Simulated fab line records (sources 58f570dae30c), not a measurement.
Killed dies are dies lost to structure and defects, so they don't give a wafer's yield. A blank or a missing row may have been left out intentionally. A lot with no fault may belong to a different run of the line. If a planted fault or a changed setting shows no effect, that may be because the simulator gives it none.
Commonality check across tools / flow berkeley cmos170 / Lots sampled 15, wafers sampled 54

WHY IT WAS OPENED
Of 15 lots, 3 have the reading SACOX_OXIDE_THK flagged at UCB170_SACOX_THK_MEAS_02. Fault-free wafers read 14.27 nm, with a standard deviation of 0.24.
Rule: flag the lot when none of its wafers has a number, or when each of its wafers that has one lies beyond 4 standard deviations from that mean. All remaining lots are regarded as sound.

lot=L457; measured=day 5 08:22; on=film metro-01; SACOX_OXIDE_THK (nm), wafer by wafer=14.52 14.42 14.31; flag=
lot=L458; measured=day 6 05:57; on=film metro-01; SACOX_OXIDE_THK (nm), wafer by wafer=14.32 14.44 14.41; flag=
lot=L459; measured=day 6 17:17; on=film metro-01; SACOX_OXIDE_THK (nm), wafer by wafer=13.80 13.98 13.79; flag=
lot=L461; measured=day 6 17:18; on=film metro-03; SACOX_OXIDE_THK (nm), wafer by wafer=14.27 14.05 14.21; flag=
lot=L463; measured=day 7 16:42; on=film metro-03; SACOX_OXIDE_THK (nm), wafer by wafer=14.12 14.30 14.18; flag=
lot=L464; measured=day 7 16:42; on=film metro-02; SACOX_OXIDE_THK (nm), wafer by wafer=13.99 14.00 13.84; flag=
lot=L465; measured=day 7 16:47; on=film metro-03; SACOX_OXIDE_THK (nm), wafer by wafer=14.11 14.32 14.22; flag=
lot=L466; measured=day 7 23:28; on=film metro-03; SACOX_OXIDE_THK (nm), wafer by wafer=14.65 14.52 14.26; flag=
lot=L468; measured=day 8 05:35; on=film metro-02; SACOX_OXIDE_THK (nm), wafer by wafer=13.80 13.89 13.84; flag=
lot=L469; measured=day 8 07:53; on=film metro-03; SACOX_OXIDE_THK (nm), wafer by wafer=23.54 24.10 23.56 23.53 24.12 23.63; flag=FLAGGED
lot=L471; measured=day 9 01:53; on=film metro-03; SACOX_OXIDE_THK (nm), wafer by wafer=14.22 14.36 14.33; flag=
lot=L470; measured=day 9 04:55; on=film metro-01; SACOX_OXIDE_THK (nm), wafer by wafer=22.55 23.26 21.87 22.54 23.27 21.92; flag=FLAGGED
lot=L472; measured=day 9 11:55; on=film metro-01; SACOX_OXIDE_THK (nm), wafer by wafer=14.25 14.19 14.24; flag=
lot=L473; measured=day 9 11:56; on=film metro-03; SACOX_OXIDE_THK (nm), wafer by wafer=13.92 14.04 14.13; flag=
lot=L479; measured=day 11 15:05; on=film metro-03; SACOX_OXIDE_THK (nm), wafer by wafer=22.48 23.25 23.29 22.52 23.23 23.19; flag=FLAGGED
The mean of the flagged lots' numbers is 23.10 nm, +8.83 nm from the usual (+37 standard deviations).

WHICH TOOL EACH LOT WENT THROUGH
The record keeps 1 process step preceding the reading, out of 331 steps on the route. Every cell lists first the tool, next ch and the chambers used by the sampled wafers, and last the start.
lot=L457; flag=; UCB170_SACOX_OXIDATION_01=furnace-04 ch 0, day 5 06:38
lot=L458; flag=; UCB170_SACOX_OXIDATION_01=furnace-04 ch 0, day 6 04:17
lot=L459; flag=; UCB170_SACOX_OXIDATION_01=furnace-02 ch 0, day 6 15:37
lot=L461; flag=; UCB170_SACOX_OXIDATION_01=furnace-02 ch 0, day 6 15:37
lot=L463; flag=; UCB170_SACOX_OXIDATION_01=furnace-02 ch 0, day 7 15:01
lot=L464; flag=; UCB170_SACOX_OXIDATION_01=furnace-02 ch 0, day 7 15:01
lot=L465; flag=; UCB170_SACOX_OXIDATION_01=furnace-02 ch 0, day 7 15:01
lot=L466; flag=; UCB170_SACOX_OXIDATION_01=furnace-01 ch 0, day 7 21:48
lot=L468; flag=; UCB170_SACOX_OXIDATION_01=furnace-02 ch 0, day 8 03:55
lot=L469; flag=FLAGGED; UCB170_SACOX_OXIDATION_01=furnace-02 ch 0, day 8 03:55 and furnace-04 ch 0, day 8 06:13
lot=L471; flag=; UCB170_SACOX_OXIDATION_01=furnace-04 ch 0, day 9 00:14
lot=L470; flag=FLAGGED; UCB170_SACOX_OXIDATION_01=furnace-04 ch 0, day 9 00:14
lot=L472; flag=; UCB170_SACOX_OXIDATION_01=furnace-01 ch 0, day 9 10:16
lot=L473; flag=; UCB170_SACOX_OXIDATION_01=furnace-01 ch 0, day 9 10:16
lot=L479; flag=FLAGGED; UCB170_SACOX_OXIDATION_01=furnace-02 ch 0, day 11 10:24
What these steps do:
- UCB170_SACOX_OXIDATION_01: target thk 14.4 nm, ox time 2400 s.
- UCB170_SACOX_THK_MEAS_02

FLAGGED AGAINST TOTAL, ONE TOOL AT A TIME (gauges that did the reading follow at the end)
step=UCB170_SACOX_OXIDATION_01; tool=furnace-01; lots run=3; flagged=0; share of the flagged lots=none; sound lots run after its first flagged lot=-
step=UCB170_SACOX_OXIDATION_01; tool=furnace-02; lots run=8; flagged=2; share of the flagged lots=some; sound lots run after its first flagged lot=0
step=UCB170_SACOX_OXIDATION_01; tool=furnace-04; lots run=5; flagged=2; share of the flagged lots=some; sound lots run after its first flagged lot=1 (L471)
step=UCB170_SACOX_THK_MEAS_02; tool=film metro-01; lots run=5; flagged=1; share of the flagged lots=some; sound lots run after its first flagged lot=1 (L472)
step=UCB170_SACOX_THK_MEAS_02; tool=film metro-02; lots run=2; flagged=0; share of the flagged lots=none; sound lots run after its first flagged lot=-
step=UCB170_SACOX_THK_MEAS_02; tool=film metro-03; lots run=8; flagged=2; share of the flagged lots=some; sound lots run after its first flagged lot=2 (L471,L473)

THE TABLE: WHAT IT ALLOWS
No row of the table ran every flagged lot.

WHAT THE SIMULATOR HAD PUT IN
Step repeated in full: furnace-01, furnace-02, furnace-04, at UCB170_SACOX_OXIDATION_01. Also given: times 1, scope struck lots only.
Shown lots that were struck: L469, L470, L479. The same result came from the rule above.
